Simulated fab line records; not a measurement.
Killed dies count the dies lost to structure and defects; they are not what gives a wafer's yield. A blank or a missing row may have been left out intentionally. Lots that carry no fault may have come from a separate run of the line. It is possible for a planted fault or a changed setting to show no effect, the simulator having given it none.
Which tool is to blame? | flow berkeley-cmos170 | 14 lots, 42 wafers sampled, at 4 steps of a route of 331

## WHAT THE GAUGES READ, wafer by wafer
UCB170_V1_CD_MEAS_12 targets a cd of 700 nm. Usual: cd-nm at 699.8 nm, with a standard deviation of 1.5.
lot  | measured     | on        | cd-nm (nm)        | flag
L802 | day 7 22:38  | cd-sem-02 | 700.9 701.5 702.5 |
L803 | day 9 04:59  | cd-sem-01 | 699.6 701.0 699.5 |
L804 | day 9 05:06  | cd-sem-01 | 699.9 698.2 700.2 |
L805 | day 9 04:59  | cd-sem-02 | 698.1 697.3 698.2 |
L806 | day 9 23:19  | cd-sem-02 | 698.5 698.7 698.3 |
L807 | day 10 01:44 | cd-sem-01 | 700.6 700.5 699.5 |
L808 | day 10 00:56 | cd-sem-01 | 699.0 698.2 700.0 |
L809 | day 10 00:59 | cd-sem-02 | 702.0 700.6 701.5 |
L810 | day 10 11:29 | cd-sem-01 | 700.0 699.7 698.9 |
L811 | day 10 23:16 | cd-sem-01 | 699.6 699.6 699.9 |
L812 | day 11 02:16 | cd-sem-02 | 700.3 700.4 700.0 |
L813 | day 11 01:12 | cd-sem-01 | 700.6 699.2 700.5 |
L819 | day 13 01:20 | cd-sem-02 | 700.5 699.5 700.9 |
L820 | day 12 23:37 | cd-sem-01 | 698.9 698.9 699.6 |

UCB170_M2_OVL_MEAS_16. Usual: M2_OVL typically reads -2 nm, with standard deviation 6.
lot  | measured     | on         | M2_OVL (nm) | flag
L802 | day 8 01:26  | overlay-01 | -2 1 2      |
L803 | day 9 10:07  | overlay-01 | 6 -1 4      |
L804 | day 9 10:11  | overlay-02 | -15 -12 -13 |
L805 | day 9 10:00  | overlay-02 | 1 0 4       |
L806 | day 10 02:09 | overlay-02 | -7 -6 -6    |
L807 | day 10 05:02 | overlay-01 | -1 -3 -2    |
L808 | day 10 04:19 | overlay-01 | -7 -9 -1    |
L809 | day 10 04:04 | overlay-01 | -8 -9 -10   |
L810 | day 10 14:02 | overlay-02 | 1 1 -2      |
L811 | day 11 03:14 | overlay-01 | -3 -2 -1    |
L812 | day 11 05:07 | overlay-02 | -9 0 -8     |
L813 | day 11 04:10 | overlay-02 | 3 5 6       |
L819 | day 13 04:57 | overlay-01 | -11 -14 -13 |
L820 | day 13 02:24 | overlay-02 | -3 -4 -3    |

## TOOL THAT RAN EACH LOT (tool first, then ch and the chambers of the sampled wafers, then the start)
lot  | UCB170_GATE_OXIDATION_01      | UCB170_M2_SPUTTER_01
L802 | furnace-04 ch 0, day 6 13:15  | pvd-sputter-02, day 7 23:14
L803 | furnace-01 ch 0, day 7 06:22  | pvd-sputter-02, day 9 05:46
L804 | furnace-01 ch 0, day 7 06:22  | pvd-sputter-03, day 9 06:01
L805 | furnace-01 ch 0, day 7 06:22  | pvd-sputter-01, day 9 05:53
L806 | furnace-01 ch 0, day 8 03:12  | pvd-sputter-02, day 9 23:54
L807 | furnace-01 ch 0, day 8 03:12  | pvd-sputter-02, day 10 02:20
L808 | furnace-01 ch 0, day 8 03:12  | pvd-sputter-03, day 10 01:35
L809 | furnace-01 ch 0, day 8 03:12  | pvd-sputter-01, day 10 01:36
L810 | furnace-02 ch 0, day 8 22:01  | pvd-sputter-01, day 10 12:05
L811 | furnace-04 ch 0, day 9 06:49  | pvd-sputter-02, day 10 23:49
L812 | furnace-04 ch 0, day 9 06:49  | pvd-sputter-02, day 11 02:53
L813 | furnace-04 ch 0, day 9 06:49  | pvd-sputter-01, day 11 01:49
L819 | furnace-02 ch 0, day 11 00:58 | pvd-sputter-02, day 13 01:56
L820 | furnace-02 ch 0, day 11 00:58 | pvd-sputter-01, day 13 00:13
- UCB170_GATE_OXIDATION_01: target thk 6.6 nm, ox time 1800 s.
- UCB170_M2_SPUTTER_01: material Al, target thk 900 nm, time 120 s.

## WHAT THE TOOLS THEMSELVES READ (means of the sampled wafers that have a number; where no wafer has one, the mark that the record gives instead)
UCB170_GATE_OXIDATION_01. Usual: spike-tc-centre-C 851.1 C, standard deviation 1.2; spike-tc-source-C 869 C, standard deviation 3.1.
lot  | tool       | spike-tc-centre-C (C) | spike-tc-source-C (C) | flag
L802 | furnace-04 | 852.6                 | 863                   |
L803 | furnace-01 | 850.9                 | 869                   |
L804 | furnace-01 | 850.8                 | 868                   |
L805 | furnace-01 | 851.0                 | 869                   |
L806 | furnace-01 | 851.2                 | 869                   |
L807 | furnace-01 | 851.3                 | 870                   |
L808 | furnace-01 | 850.8                 | 868                   |
L809 | furnace-01 | 851.0                 | 868                   |
L810 | furnace-02 | 850.8                 | 872                   |
L811 | furnace-04 | 852.6                 | 864                   |
L812 | furnace-04 | 853.0                 | 864                   |
L813 | furnace-04 | 853.1                 | 864                   |
L819 | furnace-02 | 851.3                 | 873                   |
L820 | furnace-02 | 849.8                 | 872                   |

UCB170_M2_SPUTTER_01. Usual: cathode-dc-power-W 6000.1 W, standard deviation 1.2; chamber-pressure-pa 0.5000 Pa, standard deviation 0.00098; throttle-valve-pct 30.2 %, standard deviation 1.2.
lot  | tool           | cathode-dc-power-W (W) | chamber-pressure-pa (Pa) | throttle-valve-pct (%) | flag
L802 | pvd-sputter-02 | 5999.8                 | 0.5006                   | 30.9                   |
L803 | pvd-sputter-02 | 6000.6                 | 0.5005                   | 29.9                   |
L804 | pvd-sputter-03 | 6000.9                 | 0.5000                   | 32.0                   |
L805 | pvd-sputter-01 | 5999.9                 | 0.5003                   | 28.8                   |
L806 | pvd-sputter-02 | 5999.4                 | 0.5000                   | 30.8                   |
L807 | pvd-sputter-02 | 5999.4                 | 0.4988                   | 29.7                   |
L808 | pvd-sputter-03 | 5999.3                 | 0.5008                   | 31.1                   |
L809 | pvd-sputter-01 | 6000.7                 | 0.5001                   | 28.8                   |
L810 | pvd-sputter-01 | 6001.1                 | 0.5006                   | 29.0                   |
L811 | pvd-sputter-02 | 5999.8                 | 0.4998                   | 29.9                   |
L812 | pvd-sputter-02 | 6000.1                 | 0.4995                   | 30.7                   |
L813 | pvd-sputter-01 | 6000.5                 | 0.4995                   | 29.5                   |
L819 | pvd-sputter-02 | 5999.8                 | 0.5006                   | 29.8                   |
L820 | pvd-sputter-01 | 5999.5                 | 0.4991                   | 29.4                   |

## THE ANSWER, worked out from the rows above alone
Rule: a lot is off if the mean of its wafers that have a number lies more than 3 standard deviations from the usual mean. Also off: a lot with no number at a reading for which 4 or more lots have one. Any other lot the step has rows for is counted as sound. Order of review: gauges by route order, followed by the tools' own readings, for which a lot's mean as printed above is used. At the first step where some lot is off, the reading lying furthest off is the one used; lots without a number count as furthest.
Across all readings shown, no lot is off: no conclusion can be drawn from this.

## WHAT THE SIMULATOR PUT IN
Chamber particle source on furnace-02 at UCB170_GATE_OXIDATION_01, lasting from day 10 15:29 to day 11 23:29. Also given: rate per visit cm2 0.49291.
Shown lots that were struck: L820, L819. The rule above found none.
